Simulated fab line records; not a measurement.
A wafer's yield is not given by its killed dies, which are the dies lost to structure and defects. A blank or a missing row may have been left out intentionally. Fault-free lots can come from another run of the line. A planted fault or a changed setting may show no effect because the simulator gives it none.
fab line records -- flow berkeley_cmos170
record lots=13, wafers=39, last_day=14
route steps=331 shown START@4 ZERO@12 ACTIVE@70 PVT@121
lots untouched by any fault: they come from a run of this same line in which no faults occurred
start_h: hours from the record's opening day to when the first of the lot's shown wafers began -- wait_h: time in hours since the lot's previous step -- " repeats the value in the row above -- L1.1+2: a single row standing in for several wafers -- - no value, or no start given -- * or withheld: withheld -- < > ~ a bound
route shown NAME@n: names a module that has steps shown in the file, with the first one's number in the route -- usual: mean and standard deviation over wafers with no fault -- same: alike in all rows -- chamber/n: place in a boat -- sites: per-site readings -- _std_site: their standard deviation -- _edge_site: mean of outer sites minus mean of inner sites -- radius_mm: how far each site lies from the wafer's centre -- mask NAME#n: copy n -- behind: the most recent tool/chamber to have shaped the wafer -- hold: why the lot went on hold/how many hours it stayed there/how the hold came to an end -- device: the n, p or np transistor that did not switch -- end of line: the tests these same wafers got at the end of their route -- step lacking rows: just its recipe -- killed: dies lost to structure and defects at the first sort, not the wafer's yield -- map: per-die view of a wafer (x killed, . not killed, _ where there is no die)
set.NAME: the run value of the setting; set.NAME@STEP: its run value at that earlier step -- model.NAME: the simulator's own value behind a step, which no gauge read
the route's steps for a sample of lots (tables are steps, rows are wafers)
services: the hour from which a tool's chamber was out of use, counted from the record's first day as start_h (under 0 if before that day), plus the number of hours and why
## steps
# step UCB170_START_THK_MEAS_03
# recipe reads=SiO2_of_START_OXIDATION_02
# usual START_OXIDE_THK=20.0/0.33
lot.wafer,tool,chamber,start_h,wait_h,START_OXIDE_THK[nm]
L515.1,film_metro-04,-,15.12,0.0,19.6
L515.2,film_metro-04,-,15.12,0.0,19.6
L515.3,film_metro-04,-,15.12,0.0,19.9
L516.2,film_metro-02,-,19.35,0.0,20.1
L516.5,film_metro-02,-,19.35,0.0,20.3
L516.6,film_metro-02,-,19.35,0.0,20.1
L517.2,film_metro-02,-,25.19,0.0,20.3
L517.4,film_metro-02,-,25.19,0.0,20.2
L517.5,film_metro-02,-,25.19,0.0,20.2
L520.2,film_metro-02,-,41.02,0.0,19.6
L520.4,film_metro-02,-,41.02,0.0,19.9
L520.6,film_metro-02,-,41.02,0.0,19.9
L521.2,film_metro-01,-,43.77,0.0,19.5
L521.3,film_metro-01,-,43.77,0.0,19.5
L521.4,film_metro-01,-,43.77,0.0,19.6
L522.3,film_metro-04,-,49.44,0.0,19.7
L522.4,film_metro-04,-,49.44,0.0,19.9
L522.5,film_metro-04,-,49.44,0.0,19.8
L523.3,film_metro-04,-,55.31,0.0,19.8
L523.4,film_metro-04,-,55.31,0.0,19.8
L523.6,film_metro-04,-,55.31,0.0,19.7
L524.1,film_metro-04,-,59.53,0.0,21.0
L524.2,film_metro-04,-,59.53,0.0,20.6
L524.5,film_metro-04,-,59.53,0.0,20.6
L526.2,film_metro-01,-,70.65,0.0,20.2
L526.3,film_metro-01,-,70.65,0.0,20.4
L526.4,film_metro-01,-,70.65,0.0,20.3
L528.1,film_metro-02,-,81.37,0.0,20.3
L528.3,film_metro-02,-,81.37,0.0,20.0
L528.4,film_metro-02,-,81.37,0.0,20.0
L535.2,film_metro-02,-,115.57,0.0,20.3
L535.3,film_metro-02,-,115.57,0.0,20.1
L535.6,film_metro-02,-,115.57,0.0,20.3
L536.3,film_metro-04,-,120.10,0.1,19.9
L536.4,film_metro-04,-,120.10,0.1,19.9
L536.5,film_metro-04,-,120.10,0.1,19.8
L538.1,film_metro-02,-,131.16,0.0,19.9
L538.4,film_metro-02,-,131.16,0.0,19.9
L538.5,film_metro-02,-,131.16,0.0,20.1
# step UCB170_ZERO_ETCH_06
# recipe chemistry=CHF3/CF4/Ar, target=SiO2, time_s=12, pressure_mtorr=100, rf_w=500, CHF3_flow_sccm=50, cf4_flow_sccm=10, Ar_flow_sccm=120, over_etch_frac=1.58
# usual CHF3_flow_sccm=50.01/0.14, drypump_motor_current_A=5.9/0.49, oes_product_au=0.618/0.0095, throttle_valve_pct=9.19/0.14
lot.wafer,tool,chamber,start_h,wait_h,CHF3_flow_sccm,drypump_motor_current_A,oes_product_au,rf_hours_counter_h,throttle_valve_pct
L515.1,rie_diel-01,1,18.58,-,50.03,5.8,0.610,77,9.44
L515.2,rie_diel-01,0,18.58,-,50.11,6.8,0.603,82,9.28
L515.3,rie_diel-01,3,18.58,-,50.02,6.0,0.614,39,9.08
L516.2,rie_diel-01,0,24.80,-,50.05,6.8,0.603,82,9.27
L516.5,rie_diel-01,0,24.80,-,49.95,6.8,0.601,-,9.29
L516.6,rie_diel-01,1,24.80,-,49.99,5.8,0.614,-,9.42
L517.2,rie_diel-04,1,32.78,-,50.05,5.0,0.625,122,9.17
L517.4,rie_diel-04,0,32.78,-,49.97,6.0,0.610,69,8.96
L517.5,rie_diel-04,1,32.78,-,50.06,5.0,0.633,-,9.18
L520.2,rie_diel-02,3,47.05,-,50.08,6.4,0.624,10,9.12
L520.4,rie_diel-02,1,47.05,-,49.99,5.9,0.619,-,9.18
L520.6,rie_diel-02,3,47.05,-,50.15,6.4,0.634,-,9.12
L521.2,rie_diel-01,3,49.03,-,49.88,6.0,0.615,41,9.10
L521.3,rie_diel-01,1,49.03,-,50.00,5.8,0.610,78,9.41
L521.4,rie_diel-01,3,49.03,-,50.04,6.0,0.610,-,9.10
L522.3,rie_diel-02,1,56.40,-,50.17,5.9,0.619,64,9.18
L522.4,rie_diel-02,0,56.40,-,50.02,5.5,0.620,-,9.06
L522.5,rie_diel-02,1,56.40,-,50.08,5.9,0.625,-,9.17
L523.3,rie_diel-04,1,60.51,-,50.21,5.0,0.629,123,9.15
L523.4,rie_diel-04,0,60.51,-,49.76,6.0,0.615,70,9.01
L523.6,rie_diel-04,0,60.51,-,49.85,6.0,0.609,-,8.99
L524.1,rie_diel-02,1,66.35,-,49.89,5.9,0.622,65,9.19
L524.2,rie_diel-02,0,66.35,-,50.08,5.5,0.620,128,9.06
L524.5,rie_diel-02,3,66.35,-,49.91,6.3,0.625,-,9.10
L526.2,rie_diel-04,3,78.13,-,49.93,6.7,0.607,153,9.39
L526.3,rie_diel-04,2,78.13,-,50.10,5.7,0.627,12,9.13
L526.4,rie_diel-04,1,78.13,-,49.80,5.0,0.638,124,9.17
L528.1,rie_diel-04,1,89.32,-,49.71,5.0,0.617,125,9.16
L528.3,rie_diel-04,0,89.32,-,49.99,6.0,0.610,71,8.99
L528.4,rie_diel-04,3,89.32,-,50.21,6.6,0.607,154,9.38
L535.2,rie_diel-01,3,121.75,-,49.86,6.0,0.628,45,9.10
L535.3,rie_diel-01,0,121.75,-,49.98,6.7,0.607,87,9.29
L535.6,rie_diel-01,0,121.75,-,50.11,6.8,0.602,-,9.29
L536.3,rie_diel-04,3,126.52,-,50.00,6.6,0.612,155,9.37
L536.4,rie_diel-04,1,126.52,-,49.99,5.0,0.632,126,9.16
L536.5,rie_diel-04,2,126.52,-,49.96,5.7,0.629,-,9.16
L538.1,rie_diel-04,0,141.19,-,50.05,6.0,0.605,74,9.00
L538.4,rie_diel-04,2,141.19,-,50.14,5.7,0.624,-,9.15
L538.5,rie_diel-04,0,141.19,-,50.08,6.0,0.619,-,8.98
# step UCB170_ACTIVE_EXPOSE_10
# recipe mask_id=ACTIVE, target_cd_nm=1200, na=0.5, sigma_outer=0.6, source_shape=conventional, dose_mj=20
# usual exposure_dose_mJ_cm2=20.000/0.022
# same na=0.5
lot.wafer,tool,chamber,start_h,wait_h,mask,exposure_dose_mJ_cm2
L515.1,krf_scanner-02,0,77.94,0.4,ACTIVE#0,20.027
L515.2,krf_scanner-02,0,77.94,0.4,ACTIVE#0,20.004
L515.3,krf_scanner-02,0,77.94,0.4,ACTIVE#0,19.982
L516.2,krf_scanner-02,0,91.41,0.1,ACTIVE#0,20.009
L516.5,krf_scanner-02,0,91.41,0.1,ACTIVE#0,20.000
L516.6,krf_scanner-02,0,91.41,0.1,ACTIVE#0,19.998
L517.2,krf_scanner-02,0,108.24,0.1,ACTIVE#0,20.020
L517.4,krf_scanner-02,0,108.24,0.1,ACTIVE#0,20.023
L517.5,krf_scanner-02,0,108.24,0.1,ACTIVE#0,20.031
L522.3,krf_scanner-02,0,119.67,0.1,ACTIVE#0,19.951
L522.4,krf_scanner-02,0,119.67,0.1,ACTIVE#0,19.984
L522.5,krf_scanner-02,0,119.67,0.1,ACTIVE#0,19.956
L521.2,krf_scanner-02,0,119.84,0.1,ACTIVE#0,20.019
L521.3,krf_scanner-02,0,119.84,0.1,ACTIVE#0,20.015
L521.4,krf_scanner-02,0,119.84,0.1,ACTIVE#0,19.984
L520.2,krf_scanner-02,0,120.10,0.1,ACTIVE#0,20.016
L520.4,krf_scanner-02,0,120.10,0.1,ACTIVE#0,19.999
L520.6,krf_scanner-02,0,120.10,0.1,ACTIVE#0,19.977
L523.3,krf_scanner-01,0,137.75,0.2,ACTIVE#0,19.976
L523.4,krf_scanner-01,0,137.75,0.2,ACTIVE#0,19.974
L523.6,krf_scanner-01,0,137.75,0.2,ACTIVE#0,19.995
L524.1,krf_scanner-02,0,137.95,0.5,ACTIVE#0,19.959
L524.2,krf_scanner-02,0,137.95,0.5,ACTIVE#0,19.954
L524.5,krf_scanner-02,0,137.95,0.5,ACTIVE#0,19.986
L528.1,krf_scanner-01,0,158.81,0.4,ACTIVE#0,20.001
L528.3,krf_scanner-01,0,158.81,0.4,ACTIVE#0,19.960
L528.4,krf_scanner-01,0,158.81,0.4,ACTIVE#0,19.980
L526.2,krf_scanner-02,0,159.07,0.6,ACTIVE#0,19.612
L526.3,krf_scanner-02,0,159.07,0.6,ACTIVE#0,19.589
L526.4,krf_scanner-02,0,159.07,0.6,ACTIVE#0,19.603
L535.2,krf_scanner-01,0,191.11,0.5,ACTIVE#0,19.990
L535.3,krf_scanner-01,0,191.11,0.5,ACTIVE#0,20.007
L535.6,krf_scanner-01,0,191.11,0.5,ACTIVE#0,20.008
L536.3,krf_scanner-01,0,203.48,0.1,ACTIVE#0,20.007
L536.4,krf_scanner-01,0,203.48,0.1,ACTIVE#0,20.014
L536.5,krf_scanner-01,0,203.48,0.1,ACTIVE#0,20.000
L538.1,krf_scanner-02,0,219.29,0.5,ACTIVE#0,20.004
L538.4,krf_scanner-02,0,219.29,0.5,ACTIVE#0,19.987
L538.5,krf_scanner-02,0,219.29,0.5,ACTIVE#0,20.042
# step UCB170_ACTIVE_CD_MEAS_13
# recipe target_cd_nm=1200
# usual cd_nm=1199.8/1.4
lot.wafer,tool,chamber,start_h,wait_h,cd_nm
L515.1,cd_sem-02,-,78.73,-,1200.5
L515.2,cd_sem-02,-,78.73,-,1199.3
L515.3,cd_sem-02,-,78.73,-,1199.1
L516.2,cd_sem-01,-,91.80,-,1200.9
L516.5,cd_sem-01,-,91.80,-,1198.8
L516.6,cd_sem-01,-,91.80,-,1200.4
L517.2,cd_sem-01,-,108.97,-,1200.1
L517.4,cd_sem-01,-,108.97,-,1199.8
L517.5,cd_sem-01,-,108.97,-,1198.6
L522.3,cd_sem-01,-,120.06,-,1201.2
L522.4,cd_sem-01,-,120.06,-,1201.0
L522.5,cd_sem-01,-,120.06,-,1199.9
L521.2,cd_sem-02,-,120.23,-,1201.9
L521.3,cd_sem-02,-,120.23,-,1200.9
L521.4,cd_sem-02,-,120.23,-,1200.4
L520.2,cd_sem-02,-,120.49,-,1200.7
L520.4,cd_sem-02,-,120.49,-,1201.2
L520.6,cd_sem-02,-,120.49,-,1200.0
L523.3,cd_sem-01,-,138.14,-,1199.6
L523.4,cd_sem-01,-,138.14,-,1198.3
L523.6,cd_sem-01,-,138.14,-,1200.9
L524.1,cd_sem-01,-,138.64,-,1197.8
L524.2,cd_sem-01,-,138.64,-,1197.2
L524.5,cd_sem-01,-,138.64,-,1195.7
L528.1,cd_sem-01,-,159.36,-,1202.7
L528.3,cd_sem-01,-,159.36,-,1203.2
L528.4,cd_sem-01,-,159.36,-,1201.9
L526.2,cd_sem-01,-,159.74,-,1200.1
L526.3,cd_sem-01,-,159.74,-,1186.9
L526.4,cd_sem-01,-,159.74,-,1192.9
L535.2,cd_sem-01,-,191.50,-,1198.1
L535.3,cd_sem-01,-,191.50,-,1200.5
L535.6,cd_sem-01,-,191.50,-,1199.0
L536.3,cd_sem-01,-,203.94,-,1200.4
L536.4,cd_sem-01,-,203.94,-,1200.9
L536.5,cd_sem-01,-,203.94,-,1200.8
L538.1,cd_sem-01,-,219.89,-,1197.8
L538.4,cd_sem-01,-,219.89,-,1198.3
L538.5,cd_sem-01,-,219.89,-,1197.7
# step UCB170_PVT_OVL_MEAS_06
# usual PVT_OVL=6/6.9
lot.wafer,tool,chamber,start_h,wait_h,PVT_OVL[nm]
L515.1,overlay-01,-,119.80,-,5
L515.2,overlay-01,-,119.80,-,1
L515.3,overlay-01,-,119.80,-,7
L516.2,overlay-01,-,129.27,-,3
L516.5,overlay-01,-,129.27,-,13
L516.6,overlay-01,-,129.27,-,11
L517.2,overlay-02,-,154.87,-,3
L517.4,overlay-02,-,154.87,-,7
L517.5,overlay-02,-,154.87,-,0
L521.2,overlay-01,-,174.07,-,-3
L521.3,overlay-01,-,174.07,-,-4
L521.4,overlay-01,-,174.07,-,4
L520.2,overlay-02,-,174.40,-,7
L520.4,overlay-02,-,174.40,-,6
L520.6,overlay-02,-,174.40,-,8
L522.3,overlay-01,-,174.56,-,4
L522.4,overlay-01,-,174.56,-,-1
L522.5,overlay-01,-,174.56,-,3
L524.1,overlay-01,-,185.24,-,18
L524.2,overlay-01,-,185.24,-,11
L524.5,overlay-01,-,185.24,-,18
L523.3,overlay-02,-,185.50,-,-10
L523.4,overlay-02,-,185.50,-,5
L523.6,overlay-02,-,185.50,-,2
L528.1,overlay-02,-,201.44,-,10
L528.3,overlay-02,-,201.44,-,2
L528.4,overlay-02,-,201.44,-,2
L526.2,overlay-01,-,201.72,-,-1
L526.3,overlay-01,-,201.72,-,2
L526.4,overlay-01,-,201.72,-,1
L535.2,overlay-02,-,233.26,-,-6
L535.3,overlay-02,-,233.26,-,-3
L535.6,overlay-02,-,233.26,-,-6
L536.3,overlay-02,-,246.79,-,12
L536.4,overlay-02,-,246.79,-,16
L536.5,overlay-02,-,246.79,-,11
L538.1,overlay-01,-,267.95,-,16
L538.4,overlay-01,-,267.95,-,16
L538.5,overlay-01,-,267.95,-,18
## services
tool,chamber,start_h,hours,kind
krf_scanner-01,-,24.96,1.0,pm
rie_diel-01,1,29.95,10.6,repair
rie_diel-02,2,42.10,4.7,repair
krf_scanner-02,-,46.25,0.3,repair
rie_diel-01,-,54.21,0.8,repair
krf_scanner-02,-,56.84,7.2,pm
krf_scanner-01,-,64.09,0.2,repair
rie_diel-02,-,74.80,14.6,pm
krf_scanner-01,-,76.51,0.8,pm
rie_diel-01,-,77.36,2.9,repair
krf_scanner-02,-,79.75,4.4,pm
krf_scanner-02,-,84.12,1.3,pm
rie_diel-04,2,89.38,6.4,repair
rie_diel-02,3,91.57,7.4,repair
krf_scanner-02,-,98.46,3.9,repair
rie_diel-04,1,101.52,3.9,repair
rie_diel-04,-,113.32,2.8,pm
krf_scanner-02,-,117.52,1.0,pm
krf_scanner-01,-,119.05,1.3,pm
rie_diel-01,3,124.46,8.4,repair
krf_scanner-02,-,133.40,0.8,pm
krf_scanner-02,-,155.36,0.8,pm
krf_scanner-01,-,193.96,1.0,pm
krf_scanner-02,-,199.80,4.0,pm
## key
first_sign step=UCB170_ACTIVE_EXPOSE_10, reading=exposure_dose_mJ_cm2, direction=down, sigmas=18, usual=20.000, struck=19.601
effect step=UCB170_ACTIVE_CD_MEAS_13, reading=cd_nm, direction=down, sigmas=4.5, usual=1199.8, struck=1193.3, wafers_moved=2, through=control_loop
met_at UCB170_ACTIVE_EXPOSE_10
struck_lots L526
tester_left_out L526
loop_trim step=UCB170_ACTIVE_EXPOSE_10, setting=dose, lots=L526
not_acting_at UCB170_START_THK_MEAS_03,UCB170_ZERO_ETCH_06,UCB170_PVT_OVL_MEAS_06
onset_between 137.95 159.07
fault kind=process_parameter_drift, tool=krf_scanner-02, chamber=-, onset_h=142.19, steps=UCB170_ACTIVE_EXPOSE_10, channel=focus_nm, offset=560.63, spread_by_wafer=0.3, shape=step, end_h=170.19
# tester_left_out: of these lots the tester's yield and bins aren't shown, on N5 and GAA mostly nor the transistor test; their killed dies are dies lost to structure and defects alone, not to doping, threshold or leakage, so they don't give the yield
# loop_trim: a control loop set the setting to another value than it would have without faults
